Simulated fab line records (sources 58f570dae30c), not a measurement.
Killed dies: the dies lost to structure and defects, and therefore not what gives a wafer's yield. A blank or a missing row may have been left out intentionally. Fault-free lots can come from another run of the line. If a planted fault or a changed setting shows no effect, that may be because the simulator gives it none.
fab line records -- flow berkeleyCmos170 -- part 2 of 2: steps 31 to 40 of 40
[record] lots = 5, wafers = 15, lastDay = 12
route steps=331 shown SPACER@174 PSD@175 NSD@187 BACKSIDE@199 SDANNEAL@204 PLDD@208 NLDD@209 SILICIDE@210
lots that met no fault: taken from a fault-free run of the same line
startH: hours from the record's opening day to when the first of the lot's shown wafers began -- waitH: hours elapsed since this lot's preceding step -- " same as the row above -- L1.1+2: a row that stands for several wafers -- - value missing, or start not given -- * or withheld: withheld -- < > ~ a bound
route shown NAME@n: names a module that has steps shown in the file, with the first one's number in the route -- usual: mean/standard deviation taken from wafers without a fault -- same: alike in all rows -- chamber/n: place in a boat -- sites: each site's reading -- _std_site: standard deviation of those values -- _edge_site: mean of outer sites minus mean of inner sites -- radiusMm: for every site, how far away it sits from the centre of the wafer -- mask NAME#n: copy n -- behind: tool/chamber where the wafer was last shaped -- hold: what put the lot on hold/how long, in hours/how the hold closed -- device: the transistor (n, p or np) that didn't switch -- end of line: tests run on the same wafers once the route is complete -- a step given without rows: its recipe and nothing more -- killed: not the wafer's yield, but the dies lost to structure and defects at the first sort -- map: dies across one wafer; x = killed, . = not, _ = none there
set.NAME: the setting that was run; set.NAME@STEP: the one run at that earlier step -- model.NAME: the simulator's own value behind a step, which no gauge read
a table for each step, a row for each wafer; lots at some steps of the route
services: when a tool's chamber went out of use (startH, in hours from the record's first day, below 0 if earlier), for how many hours, and the reason
[[steps]]
[step UCB170_SDANNEAL_RTA_00]
[recipe] tempC = 900, timeS = 10, ambient = N2
[usual] lampPowerPct = 23.15/0.067, wafer_temp_C_max = 902.4/0.69
lot.wafer,tool,chamber,startH,waitH,lampPowerPct,wafer_temp_C_max
L083.1,rtpAnneal-01,0,173.54,0.1,23.24,901.9
L083.2,rtpAnneal-01,0,173.54,0.1,23.21,904.1
L083.3,rtpAnneal-01,0,173.54,0.1,23.21,903.3
L082.2,rtpAnneal-02,0,173.55,0.1,23.08,902.5
L082.4,rtpAnneal-02,0,173.55,0.1,23.04,902.5
L082.5,rtpAnneal-02,0,173.55,0.1,23.11,903.8
L084.1,rtpAnneal-01,0,194.77,0.0,23.21,903.5
L084.3,rtpAnneal-01,0,194.77,0.0,23.24,902.6
L084.6,rtpAnneal-01,0,194.77,0.0,23.21,903.2
L089.1,rtpAnneal-02,0,222.01,0.0,23.11,901.7
L089.2,rtpAnneal-02,0,222.01,0.0,23.10,901.9
L089.5,rtpAnneal-02,0,222.01,0.0,23.11,902.5
L096.2,rtpAnneal-02,0,256.36,0.0,23.07,901.4
L096.3,rtpAnneal-02,0,256.36,0.0,23.07,902.1
L096.4,rtpAnneal-02,0,256.36,0.0,23.09,902.6
[step UCB170_SDANNEAL_RTA_01]
[recipe] tempC = 1050, timeS = 5, ambient = N2
[usual] lampPowerPct = 35.74/0.1, wafer_temp_C_max = 1052.9/0.79
lot.wafer,tool,chamber,startH,waitH,lampPowerPct,wafer_temp_C_max
L083.1,rtpAnneal-01,0,173.60,0.1,35.87,1053.5
L083.2,rtpAnneal-01,0,173.60,0.1,35.83,1052.7
L083.3,rtpAnneal-01,0,173.60,0.1,35.79,1052.9
L082.2,rtpAnneal-02,0,173.61,0.1,35.66,1051.9
L082.4,rtpAnneal-02,0,173.61,0.1,35.70,1052.4
L082.5,rtpAnneal-02,0,173.61,0.1,35.69,1053.6
L084.1,rtpAnneal-01,0,194.83,0.1,35.85,1052.7
L084.3,rtpAnneal-01,0,194.83,0.1,35.84,1053.0
L084.6,rtpAnneal-01,0,194.83,0.1,35.86,1053.8
L089.1,rtpAnneal-02,0,222.07,0.1,35.65,1051.1
L089.2,rtpAnneal-02,0,222.07,0.1,35.65,1052.4
L089.5,rtpAnneal-02,0,222.07,0.1,35.69,1051.6
L096.2,rtpAnneal-02,0,256.42,0.1,35.63,1052.9
L096.3,rtpAnneal-02,0,256.42,0.1,35.63,1052.4
L096.4,rtpAnneal-02,0,256.42,0.1,35.67,1052.7
[step UCB170_SDANNEAL_RS_MEAS_02]
[recipe] thkMeasGauge = four-point-probe
[usual] PSD_RS = 75.59/0.27
lot.wafer,tool,chamber,startH,waitH,PSD_RS[ohm/sq]
L083.1,filmMetro-02,-,173.69,0.1,75.22
L083.2,filmMetro-02,-,173.69,0.1,75.60
L083.3,filmMetro-02,-,173.69,0.1,75.36
L082.2,filmMetro-03,-,174.04,0.4,75.72
L082.4,filmMetro-03,-,174.04,0.4,76.14
L082.5,filmMetro-03,-,174.04,0.4,75.70
L084.1,filmMetro-03,-,194.89,0.0,75.46
L084.3,filmMetro-03,-,194.89,0.0,75.93
L084.6,filmMetro-03,-,194.89,0.0,75.92
L089.1,filmMetro-04,-,222.13,0.0,74.82
L089.2,filmMetro-04,-,222.13,0.0,75.25
L089.5,filmMetro-04,-,222.13,0.0,75.08
L096.2,filmMetro-04,-,256.49,0.1,75.67
L096.3,filmMetro-04,-,256.49,0.1,76.04
L096.4,filmMetro-04,-,256.49,0.1,75.59
[step UCB170_SDANNEAL_RS_MEAS_03]
[recipe] thkMeasGauge = four-point-probe
[usual] NSD_RS = 37.27/0.092
lot.wafer,tool,chamber,startH,waitH,NSD_RS[ohm/sq]
L083.1,filmMetro-02,-,173.81,0.1,37.22
L083.2,filmMetro-02,-,173.81,0.1,37.37
L083.3,filmMetro-02,-,173.81,0.1,37.20
L082.2,filmMetro-03,-,174.16,0.1,37.31
L082.4,filmMetro-03,-,174.16,0.1,37.16
L082.5,filmMetro-03,-,174.16,0.1,37.25
L084.1,filmMetro-03,-,195.01,0.1,37.20
L084.3,filmMetro-03,-,195.01,0.1,37.18
L084.6,filmMetro-03,-,195.01,0.1,37.20
L089.1,filmMetro-04,-,222.25,0.1,37.28
L089.2,filmMetro-04,-,222.25,0.1,37.27
L089.5,filmMetro-04,-,222.25,0.1,37.19
L096.2,filmMetro-04,-,256.61,0.1,37.35
L096.3,filmMetro-04,-,256.61,0.1,37.46
L096.4,filmMetro-04,-,256.61,0.1,37.38
[step UCB170_SDANNEAL_RS_MEAS_04]
[recipe] thkMeasGauge = four-point-probe
[usual] PLDD_RS = 1032.2/2.9
lot.wafer,tool,chamber,startH,waitH,PLDD_RS[ohm/sq]
L083.1,filmMetro-02,-,173.93,0.1,1030.9
L083.2,filmMetro-02,-,173.93,0.1,1030.8
L083.3,filmMetro-02,-,173.93,0.1,1030.2
L082.2,filmMetro-03,-,174.28,0.1,1033.9
L082.4,filmMetro-03,-,174.28,0.1,1031.4
L082.5,filmMetro-03,-,174.28,0.1,1029.9
L084.1,filmMetro-03,-,195.13,0.1,1029.1
L084.3,filmMetro-03,-,195.13,0.1,1029.3
L084.6,filmMetro-03,-,195.13,0.1,1033.7
L089.1,filmMetro-04,-,222.37,0.1,1036.7
L089.2,filmMetro-04,-,222.37,0.1,1036.5
L089.5,filmMetro-04,-,222.37,0.1,1033.3
L096.2,filmMetro-04,-,256.73,0.1,1031.8
L096.3,filmMetro-04,-,256.73,0.1,1034.2
L096.4,filmMetro-04,-,256.73,0.1,1034.2
[step UCB170_SDANNEAL_RS_MEAS_05]
[recipe] thkMeasGauge = four-point-probe
[usual] NLDD_RS = 617.1/1.4
lot.wafer,tool,chamber,startH,waitH,NLDD_RS[ohm/sq]
L083.1,filmMetro-02,-,174.05,0.1,616.4
L083.2,filmMetro-02,-,174.05,0.1,617.2
L083.3,filmMetro-02,-,174.05,0.1,618.2
L082.2,filmMetro-03,-,174.40,0.1,617.7
L082.4,filmMetro-03,-,174.40,0.1,618.0
L082.5,filmMetro-03,-,174.40,0.1,618.1
L084.1,filmMetro-03,-,195.25,0.1,617.4
L084.3,filmMetro-03,-,195.25,0.1,617.5
L084.6,filmMetro-03,-,195.25,0.1,619.0
L089.1,filmMetro-04,-,222.49,0.1,615.5
L089.2,filmMetro-04,-,222.49,0.1,616.7
L089.5,filmMetro-04,-,222.49,0.1,617.1
L096.2,filmMetro-04,-,256.85,0.1,615.5
L096.3,filmMetro-04,-,256.85,0.1,615.9
L096.4,filmMetro-04,-,256.85,0.1,616.2
[step UCB170_SILICIDE_PRE_CLEAN_00]
[recipe] gas = Ar, precleanEtchTimeS = 60
lot.wafer,tool,chamber,startH,waitH
L083.1+2+3,pvdSputter-02,-,174.17,0.1
L082.2+4+5,pvdSputter-04,-,174.50,0.1
L084.1+3+6,pvdSputter-01,-,195.37,0.1
L089.1+2+5,pvdSputter-02,-,222.61,0.1
L096.2+3+4,pvdSputter-02,-,256.95,0.1
[step UCB170_SILICIDE_SPUTTER_01]
[recipe] material = Ti, targetThkNm = 30, timeS = 25, powerW = 1500, chamberPressurePa = 0.5
[usual] throttleValvePct = 30.1/0.86
lot.wafer,tool,chamber,startH,waitH,throttleValvePct
L083.1,pvdSputter-02,-,174.24,0.0,31.5
L083.2,pvdSputter-02,-,174.24,0.0,28.9
L083.3,pvdSputter-02,-,174.24,0.0,30.1
L082.2,pvdSputter-04,-,174.56,0.0,30.2
L082.4,pvdSputter-04,-,174.56,0.0,29.0
L082.5,pvdSputter-04,-,174.56,0.0,31.0
L084.1,pvdSputter-01,-,195.44,0.0,29.9
L084.3,pvdSputter-01,-,195.44,0.0,29.5
L084.6,pvdSputter-01,-,195.44,0.0,29.9
L089.1,pvdSputter-02,-,222.68,0.0,30.2
L089.2,pvdSputter-02,-,222.68,0.0,28.7
L089.5,pvdSputter-02,-,222.68,0.0,30.8
L096.2,pvdSputter-02,-,257.02,0.0,30.3
L096.3,pvdSputter-02,-,257.02,0.0,31.4
L096.4,pvdSputter-02,-,257.02,0.0,30.5
[step UCB170_SILICIDE_RS_MEAS_02]
[recipe] thkMeasGauge = four-point-probe, reads = Ti_of_SILICIDE_SPUTTER_01
[usual] SILICIDE_TI_RS = 26.1/0.31
lot.wafer,tool,chamber,startH,waitH,SILICIDE_TI_RS[ohm/sq]
L083.1,filmMetro-02,-,174.27,0.0,26.0
L083.2,filmMetro-02,-,174.27,0.0,26.1
L083.3,filmMetro-02,-,174.27,0.0,25.9
L082.2,filmMetro-01,-,174.62,0.0,26.1
L082.4,filmMetro-01,-,174.62,0.0,25.8
L082.5,filmMetro-01,-,174.62,0.0,25.8
L084.1,filmMetro-02,-,195.47,0.0,26.2
L084.3,filmMetro-02,-,195.47,0.0,26.1
L084.6,filmMetro-02,-,195.47,0.0,25.9
L089.1,filmMetro-01,-,222.71,0.0,26.3
L089.2,filmMetro-01,-,222.71,0.0,26.6
L089.5,filmMetro-01,-,222.71,0.0,26.8
L096.2,filmMetro-01,-,257.07,0.0,26.3
L096.3,filmMetro-01,-,257.07,0.0,26.5
L096.4,filmMetro-01,-,257.07,0.0,26.6
[step UCB170_SILICIDE_THK_MEAS_03]
[recipe] thkMeasGauge = xrf, reads = Ti_of_SILICIDE_SPUTTER_01
[usual] SILICIDE_TI_THK = 29.4/0.31
lot.wafer,tool,chamber,startH,waitH,SILICIDE_TI_THK[nm]
L083.1,filmMetro-02,-,174.39,0.1,29.6
L083.2,filmMetro-02,-,174.39,0.1,29.4
L083.3,filmMetro-02,-,174.39,0.1,29.5
L082.2,filmMetro-01,-,174.73,0.1,29.4
L082.4,filmMetro-01,-,174.73,0.1,29.8
L082.5,filmMetro-01,-,174.73,0.1,29.7
L084.1,filmMetro-02,-,195.59,0.1,29.4
L084.3,filmMetro-02,-,195.59,0.1,29.2
L084.6,filmMetro-02,-,195.59,0.1,29.6
L089.1,filmMetro-01,-,222.83,0.1,29.1
L089.2,filmMetro-01,-,222.83,0.1,28.9
L089.5,filmMetro-01,-,222.83,0.1,28.6
L096.2,filmMetro-01,-,257.18,0.1,29.2
L096.3,filmMetro-01,-,257.18,0.1,29.0
L096.4,filmMetro-01,-,257.18,0.1,29.0
[[services]]
tool,chamber,startH,hours,kind
krfScanner-02,-,144.17,0.8,pm
plasmaAsher-01,-,154.59,2.8,pm
implanter-01,-,169.64,3.4,repair
plasmaAsher-03,-,177.32,1.8,repair
rieDiel-01,1,190.45,4.4,repair
rieDiel-04,-,191.56,15.6,pm
implanter-01,-,192.51,0.7,repair
rieDiel-01,1,194.82,-,clean
rieDiel-01,1,194.82,28.9,scheduledDown
implanter-03,-,197.36,82.8,pm
pvdSputter-02,-,202.05,2.2,repair
rieDiel-02,-,203.51,2.8,pm
rieDiel-01,0,206.49,8.7,repair
krfScanner-01,-,209.10,1.3,pm
krfScanner-01,-,213.84,0.8,pm
krfScanner-02,-,219.38,1.0,pm
pvdSputter-02,-,223.99,1.4,repair
rieDiel-04,3,224.69,3.4,repair
implanter-04,-,227.55,3.9,pm
implanter-02,-,234.09,3.9,pm
krfScanner-02,-,237.25,1.6,repair
implanter-04,-,238.56,3.8,pm
pvdSputter-04,-,241.54,3.3,repair
pvdSputter-04,-,245.62,2.1,repair
